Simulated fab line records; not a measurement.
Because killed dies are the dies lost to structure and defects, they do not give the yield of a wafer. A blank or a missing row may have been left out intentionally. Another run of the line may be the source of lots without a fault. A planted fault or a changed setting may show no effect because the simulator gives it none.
A struck lot beside a sound one    flow berkeley cmos170    19 steps out of a route of 331
Sound: these wafers, L178.3, L178.4, L178.6. Struck: wafers L175.1, L175.3, L175.6. The cause is given at the end.
Order at every step that has rows: each side's tool, ch and its chambers, its first start. Under that, the readings that differ: sound wafers    struck wafers    difference of the means    sigmas: that difference in standard deviations of wafers without a fault.
alike: same words and numbers on both sides, and readings whose means sit less than 2 such deviations apart. not compared: any withheld reading, any reading some wafer has no value for, any bound like >300 that may hide the same value, and any number with overlapping values for which the record gives no deviation.
The two part at a step that has a row with sigmas, a row that says differs or no value, or rows on one side only. Numbers that don't overlap but have no deviation are shown without sigmas and don't part them. A reading that every wafer of one side lacks parts them only if that side has two wafers or more.

UCB170_M2_STRIP_19: strips in O2.
  sound on plasma asher-03 ch 0,1, day 12 01:13; struck on plasma asher-04 ch 1, day 11 13:20
  alike: drypump motor current A, oes product au
  not compared: rf hours counter h
UCB170_M2_CD_MEAS_90: target cd 700 nm.
  sound: cd sem-01 at day 12 01:20; struck: cd sem-01 at day 11 13:26
  alike: cd nm
UCB170_V2_CVD_00: deposits SiO2 from TEOS/O2, target thk 2000 nm, time 250 s.
  sound on pecvd-04 ch 0,1, day 12 01:25; struck on pecvd-01 ch 0,1, day 11 13:33
  alike: heater power w
UCB170_V2_THK_MEAS_01:
  sound: film metro-02 at day 12 01:35; struck: film metro-03 at day 11 13:47
  alike: V2_TEOS_THK
UCB170_V2_CMP_02: polishes SiO2.
  sound on cmp-01 ch 0,1,2, day 12 01:40; struck on cmp-01 ch 0,2, day 11 13:50
  alike: motor current A, slurry flow ml min
UCB170_V2_BOW_MEAS_03:
  sound: film metro-02 at day 12 01:58; struck: film metro-03 at day 11 14:08
  alike: V2_BOW
UCB170_V2_THK_MEAS_04:
  sound: film metro-02 at day 12 02:04; struck: film metro-03 at day 11 14:16
  alike: V2_POLISHED_THK
then, 5 steps without rows for these wafers: UCB170_V2_CLEAN_05 (cleans in DIW); UCB170_V2_HMDS_06 (prime time 60 s); UCB170_V2_COAT_07 (resist thk 900 nm); UCB170_V2_SOFTBAKE_08 (time 60 s); UCB170_V2_EXPOSE_09 (exposes mask VIA2, target cd 700 nm).
UCB170_V2_PEB_10:
  sound on litho track-04 ch 0, day 12 02:55; struck on litho track-01 ch 0, day 11 16:45
reading                   sound              struck             difference  sigmas
heater power total W (W)  56.79 56.84 56.81  59.96 59.99 60.03  +3.18       +79
  alike: exhaust pa
then, 1 step without rows for these wafers: UCB170_V2_DEVELOP_11 (develop time 45 s).
UCB170_V2_CD_MEAS_12: target cd 700 nm.
  sound: cd sem-02 at day 12 03:11; struck: cd sem-01 at day 11 17:19
reading     sound              struck             difference  sigmas
cd nm (nm)  700.0 699.5 700.7  687.4 690.2 689.6  -11.0       -9
  not compared: hold
UCB170_V2_OVL_MEAS_13:
  sound: overlay-02 at day 12 03:17; struck: overlay-01 at day 11 23:34
reading  sound  struck                                                                      difference                    sigmas
hold     - - -  await dispo/6.1h/release await dispo/6.1h/release await dispo/6.1h/release  no value on the sound wafers  
  alike: V2_OVL
UCB170_V2_ETCH_14: etches SiO2 in CHF3/CF4/Ar, stops on Al, target depth 1250 nm, time 291 s.
  sound on rie diel-01 ch 1,2, day 12 03:18; struck on rie diel-01 ch 1,2, day 11 23:37
reading              sound            struck             difference  sigmas
model.V2.cd nm (nm)  699 698.8 699.5  687.3 689.3 688.6  -10.7       
  alike: drypump motor current A, oes product au, throttle valve pct
  not compared: rf hours counter h
UCB170_V2_STRIP_15: strips in O2.
  sound on plasma asher-04 ch 0,1, day 12 03:31; struck on plasma asher-02 ch 0,1, day 11 23:47
  alike: drypump motor current A, oes product au, strip time to endpoint s
  not compared: rf hours counter h
UCB170_M3_PROBE_99:
  record: rows for the struck wafers here (prober-01, day 12 04:33), none for the sound ones

## WHERE THEY PART
Last at UCB170_M3_PROBE_99 as far as this record goes, first at UCB170_V2_PEB_10.

WHY: what the simulator had put in
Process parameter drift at UCB170_V2_PEB_10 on litho track-01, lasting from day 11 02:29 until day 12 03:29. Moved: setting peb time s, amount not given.
